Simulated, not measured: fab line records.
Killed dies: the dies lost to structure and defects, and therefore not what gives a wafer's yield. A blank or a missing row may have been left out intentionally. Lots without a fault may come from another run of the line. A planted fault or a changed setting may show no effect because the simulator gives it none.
fab line records	flow berkeley_cmos170
record lots=5	wafers=23
route steps=331 shown V2@299 M3@310
start_h: hours from the record's opening day to when the first of the lot's shown wafers began	wait_h: hours elapsed since this lot's preceding step	" unchanged from the row above	L1.1+2: a single row standing in for several wafers	- value missing, or start not given	* or withheld: withheld	< > ~ a bound
route shown NAME@n: NAME is a module with steps in the file, n the number in the route of the first one	usual: mean and standard deviation over wafers with no fault	same: alike in all rows	chamber/n: place in a boat	sites: per-site readings	_std_site: standard deviation of those values	_edge_site: mean of outer sites minus mean of inner sites	radius_mm: how far each site lies from the wafer's centre	mask NAME#n: copy n	behind: the tool/chamber that last shaped the wafer	hold: why the lot was held/for how many hours/how that ended	device: whichever transistor did not switch (one of n, p or np)	end of line: the route-end tests of the same wafers	a step without rows: its recipe alone	killed: the dies lost at the first sort to structure and to defects; this is not the yield of the wafer	map: the dies of a wafer, with x for killed, . for not killed, _ for no die there
set.NAME: the setting as run; set.NAME@STEP: as run at that earlier step	model.NAME: the simulator's own value behind a step, which no gauge read
lots with deliberately changed settings; one table per step, one row per wafer
## steps
# step UCB170_V2_COAT_07
# recipe resist=KrF	spin_rpm=1500	resist_thk_nm=900
lot.wafer	tool	chamber	start_h	wait_h	set.resist_thk_nm	model.KrF_of_V2_COAT_07.thk_nm
L078.1	litho_track-01	0	178.16	0.1	900	900.3
L078.3	"	0	"	"	858.2	860.5
L078.4	"	0	"	"	900	900.1
L078.5	"	0	"	"	900	904.3
L078.6	"	0	"	"	858.2	858.2
L079.1	litho_track-03	0	178.40	0.1	858	861.6
L079.2	"	0	"	"	858	862.6
L079.3	"	0	"	"	858	859.5
L079.4	"	0	"	"	900	904.1
L079.5	"	0	"	"	900	900.9
L080.1	litho_track-01	0	184.54	0.1	900	898.8
L080.4	"	0	"	"	900	898.5
L080.6	"	0	"	"	900	901
L081.2	litho_track-03	0	185.24	0.1	900	902
L081.3	"	0	"	"	900	904.9
L081.4	"	0	"	"	900	904.4
L081.5	"	0	"	"	900	903.1
L081.6	"	0	"	"	900	902.3
L083.1	litho_track-03	0	194.66	0.1	900	902.9
L083.3	"	0	"	"	943.1	948.1
L083.4	"	0	"	"	900	903.8
L083.5	"	0	"	"	943.1	946
L083.6	"	0	"	"	900	902.3
# step UCB170_V2_SOFTBAKE_08
# recipe resist=KrF	temp_c=130	time_s=60
# step UCB170_V2_EXPOSE_09
# recipe mask_id=VIA2	target_cd_nm=700	na=0.5	sigma_outer=0.6	source_shape=conventional	dose_mj=37
# step UCB170_V2_ETCH_14
# recipe chemistry=CHF3/CF4/Ar	target=SiO2	stop_on=Al	CHF3_flow_sccm=45	cf4_flow_sccm=15	Ar_flow_sccm=150	pressure_mtorr=200	rf_w=700	target_depth_a=12500	over_etch_frac=0.25	time_s=291
lot.wafer	tool	chamber	start_h	wait_h	set.resist_thk_nm@V2_COAT_07	model.KrF_of_V2_COAT_07.thk_nm
L078.1	rie_diel-01	2	179.85	0.0	900	616.1
L078.3	"	1	"	"	858.2	577.7
L078.4	"	3	"	"	900	607.9
L078.5	"	2	"	"	900	619.5
L078.6	"	1	"	"	858.2	575.4
L079.1	rie_diel-03	2	180.62	0.0	858	574.6
L079.2	"	0	"	"	858	585.1
L079.3	"	3	"	"	858	559.1
L079.4	"	1	"	"	900	605.7
L079.5	"	1	"	"	900	600.1
L080.1	rie_diel-03	1	185.56	0.0	900	594.4
L080.4	"	0	"	"	900	620.1
L080.6	"	1	"	"	900	598.9
L081.2	rie_diel-04	2	186.12	0.0	900	619.2
L081.3	"	1	"	"	900	605.6
L081.4	"	0	"	"	900	605.5
L081.5	"	2	"	"	900	621.5
L081.6	"	1	"	"	900	604
L083.1	rie_diel-03	3	196.08	0.0	900	599.6
L083.3	"	1	"	"	943.1	642.1
L083.4	"	2	"	"	900	614
L083.5	"	0	"	"	943.1	669
L083.6	"	3	"	"	900	596.8
# step UCB170_V2_STRIP_15
# recipe chemistry=O2	power_w=400	pressure_mtorr=3500	platen_temp_c=withheld	o2_flow_sccm=400	overash_fraction=0.5
# usual strip_time_to_endpoint_s=15.32/0.23
lot.wafer	tool	chamber	start_h	wait_h	set.resist_thk_nm@V2_COAT_07	strip_time_to_endpoint_s
L078.1	plasma_asher-02	0	180.03	0.1	900	15.45
L078.3	"	1	"	"	858.2	14.53
L078.4	"	0	"	"	900	15.27
L078.5	"	0	"	"	900	15.55
L078.6	"	1	"	"	858.2	14.49
L079.1	plasma_asher-02	0	180.80	0.1	858	14.48
L079.2	"	1	"	"	858	14.72
L079.3	"	1	"	"	858	14.13
L079.4	"	0	"	"	900	15.20
L079.5	"	0	"	"	900	15.07
L080.1	plasma_asher-02	1	185.74	0.1	900	14.94
L080.4	"	0	"	"	900	15.55
L080.6	"	0	"	"	900	15.04
L081.2	plasma_asher-03	0	186.30	0.1	900	15.53
L081.3	"	1	"	"	900	15.21
L081.4	"	0	"	"	900	15.20
L081.5	"	0	"	"	900	15.59
L081.6	"	1	"	"	900	15.17
L083.1	plasma_asher-03	0	196.26	0.1	900	15.07
L083.3	"	1	"	"	943.1	15.98
L083.4	"	0	"	"	900	15.41
L083.5	"	1	"	"	943.1	16.64
L083.6	"	0	"	"	900	15.00
# step UCB170_M3_SPUTTER_01
# recipe material=Al	target_thk_nm=900	time_s=120	power_w=6000	chamber_pressure_pa=0.5
lot.wafer	tool	chamber	start_h	wait_h	set.time_s	model.Al_of_M3_SPUTTER_01.thk_nm
L078.1	pvd_sputter-01	-	180.32	0.0	120	890.7
L078.3	"	-	"	"	120	872.4
L078.4	"	-	"	"	120	880
L078.5	"	-	"	"	120	888.9
L078.6	"	-	"	"	120	878.2
L079.1	pvd_sputter-02	-	181.09	0.0	120	915.8
L079.2	"	-	"	"	120	902.3
L079.3	"	-	"	"	120	901.4
L079.4	"	-	"	"	120	906.5
L079.5	"	-	"	"	120	908.3
L080.1	pvd_sputter-01	-	186.03	0.0	120	884.3
L080.4	"	-	"	"	120	890.8
L080.6	"	-	"	"	120	901.6
L081.2	pvd_sputter-04	-	186.58	0.0	120	907.7
L081.3	"	-	"	"	109.1	812.1
L081.4	"	-	"	"	120	906.3
L081.5	"	-	"	"	120	908.8
L081.6	"	-	"	"	109.1	817.3
L083.1	pvd_sputter-01	-	196.54	0.0	109	796
L083.3	"	-	"	"	109	797.9
L083.4	"	-	"	"	120	882.5
L083.5	"	-	"	"	120	874.4
L083.6	"	-	"	"	120	880.7
# step UCB170_M3_RS_MEAS_02
# recipe thk_meas_gauge=four-point-probe	reads=Al_of_M3_SPUTTER_01
# usual M3_AL_RS=0.0322/0.0004
lot.wafer	tool	chamber	start_h	wait_h	set.time_s@M3_SPUTTER_01	M3_AL_RS[ohm/sq]
L078.1	film_metro-02	-	180.40	0.0	120	0.0325
L078.3	"	-	"	"	120	0.0332
L078.4	"	-	"	"	120	0.0329
L078.5	"	-	"	"	120	0.0325
L078.6	"	-	"	"	120	0.0330
L079.1	film_metro-01	-	181.17	0.0	120	0.0316
L079.2	"	-	"	"	120	0.0321
L079.3	"	-	"	"	120	0.0321
L079.4	"	-	"	"	120	0.0319
L079.5	"	-	"	"	120	0.0318
L080.1	film_metro-01	-	186.15	0.1	120	0.0327
L080.4	"	-	"	"	120	0.0325
L080.6	"	-	"	"	120	0.0321
L081.2	film_metro-01	-	186.69	0.1	120	0.0318
L081.3	"	-	"	"	109.1	0.0356
L081.4	"	-	"	"	120	0.0318
L081.5	"	-	"	"	120	0.0318
L081.6	"	-	"	"	109.1	0.0355
L083.1	film_metro-01	-	196.63	0.0	109	0.0364
L083.3	"	-	"	"	109	0.0363
L083.4	"	-	"	"	120	0.0328
L083.5	"	-	"	"	120	0.0331
L083.6	"	-	"	"	120	0.0328
# step UCB170_M3_THK_MEAS_03
# recipe thk_meas_gauge=xrf	reads=Al_of_M3_SPUTTER_01
# usual M3_AL_THK=919/12
lot.wafer	tool	chamber	start_h	wait_h	set.time_s@M3_SPUTTER_01	M3_AL_THK[nm]
L078.1	film_metro-02	-	180.52	0.1	120	910
L078.3	"	-	"	"	120	887
L078.4	"	-	"	"	120	897
L078.5	"	-	"	"	120	903
L078.6	"	-	"	"	120	897
L079.1	film_metro-01	-	181.29	0.1	120	939
L079.2	"	-	"	"	120	926
L079.3	"	-	"	"	120	927
L079.4	"	-	"	"	120	930
L079.5	"	-	"	"	120	932
L080.1	film_metro-01	-	186.27	0.1	120	906
L080.4	"	-	"	"	120	914
L080.6	"	-	"	"	120	928
L081.2	film_metro-01	-	186.80	0.1	120	935
L081.3	"	-	"	"	109.1	836
L081.4	"	-	"	"	120	929
L081.5	"	-	"	"	120	935
L081.6	"	-	"	"	109.1	842
L083.1	film_metro-01	-	196.75	0.1	109	821
L083.3	"	-	"	"	109	824
L083.4	"	-	"	"	120	911
L083.5	"	-	"	"	120	903
L083.6	"	-	"	"	120	907
# step UCB170_M3_METAL_ETCH_18
# recipe chemistry=Cl2/BCl3	target=Al	stop_on=SiO2	pressure_mtorr=12	target_depth_a=11700	over_etch_frac=0.3	time_s=195	icp_w=600	bias_w=120	Cl2_flow_sccm=90	bcl3_flow_sccm=45
# usual oes_product_au=0.852/0.012
lot.wafer	tool	chamber	start_h	wait_h	set.time_s	set.time_s@M3_SPUTTER_01	oes_product_au
L078.1	rie_metal-04	1	183.69	-	195	120	0.857
L078.3	"	0	"	"	195	120	0.861
L078.4	"	1	"	"	195	120	0.844
L078.5	"	1	"	"	195	120	0.845
L078.6	"	0	"	"	195	120	0.855
L079.1	rie_metal-02	1	184.01	-	195	120	0.848
L079.2	"	1	"	"	195	120	0.828
L079.3	"	1	"	"	195	120	0.839
L079.4	"	1	"	"	195	120	0.832
L079.5	"	1	"	"	195	120	0.839
L080.1	rie_metal-04	1	188.09	-	195	120	0.854
L080.4	"	0	"	"	195	120	0.857
L080.6	"	0	"	"	195	120	0.867
L081.2	rie_metal-01	0	188.73	-	207.3	120	0.846
L081.3	"	0	"	"	195	109.1	0.806
L081.4	"	1	"	"	207.3	120	0.852
L081.5	"	1	"	"	195	120	0.857
L081.6	"	0	"	"	195	109.1	0.814
L083.1	rie_metal-02	1	199.13	-	217.2	109	0.786
L083.3	"	1	"	"	195	109	0.780
L083.4	"	1	"	"	195	120	0.833
L083.5	"	1	"	"	217.2	120	0.817
L083.6	"	1	"	"	195	120	0.830
## key
split step=UCB170_V2_COAT_07	setting=resist_thk_nm	stated=900	by=wafer
response step=UCB170_V2_COAT_07	reading=model.KrF_of_V2_COAT_07.thk_nm	change=+9.04	per=1%	r=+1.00
response step=UCB170_V2_ETCH_14	reading=model.KrF_of_V2_COAT_07.thk_nm	change=+8.53	per=1%	r=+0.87
response step=UCB170_V2_STRIP_15	reading=strip_time_to_endpoint_s	change=*	per=1%	r=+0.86
split step=UCB170_M3_SPUTTER_01	setting=time_s	stated=120	by=wafer
response step=UCB170_M3_SPUTTER_01	reading=model.Al_of_M3_SPUTTER_01.thk_nm	change=+9.59	per=1%	r=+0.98
response step=UCB170_M3_RS_MEAS_02	reading=M3_AL_RS	change=-0.000393	per=1%	r=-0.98
response step=UCB170_M3_THK_MEAS_03	reading=M3_AL_THK	change=+9.75	per=1%	r=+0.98
response step=UCB170_M3_METAL_ETCH_18	reading=oes_product_au	change=+0.00467	per=1%	r=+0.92
split step=UCB170_M3_METAL_ETCH_18	setting=time_s	stated=195	by=wafer
response none clear
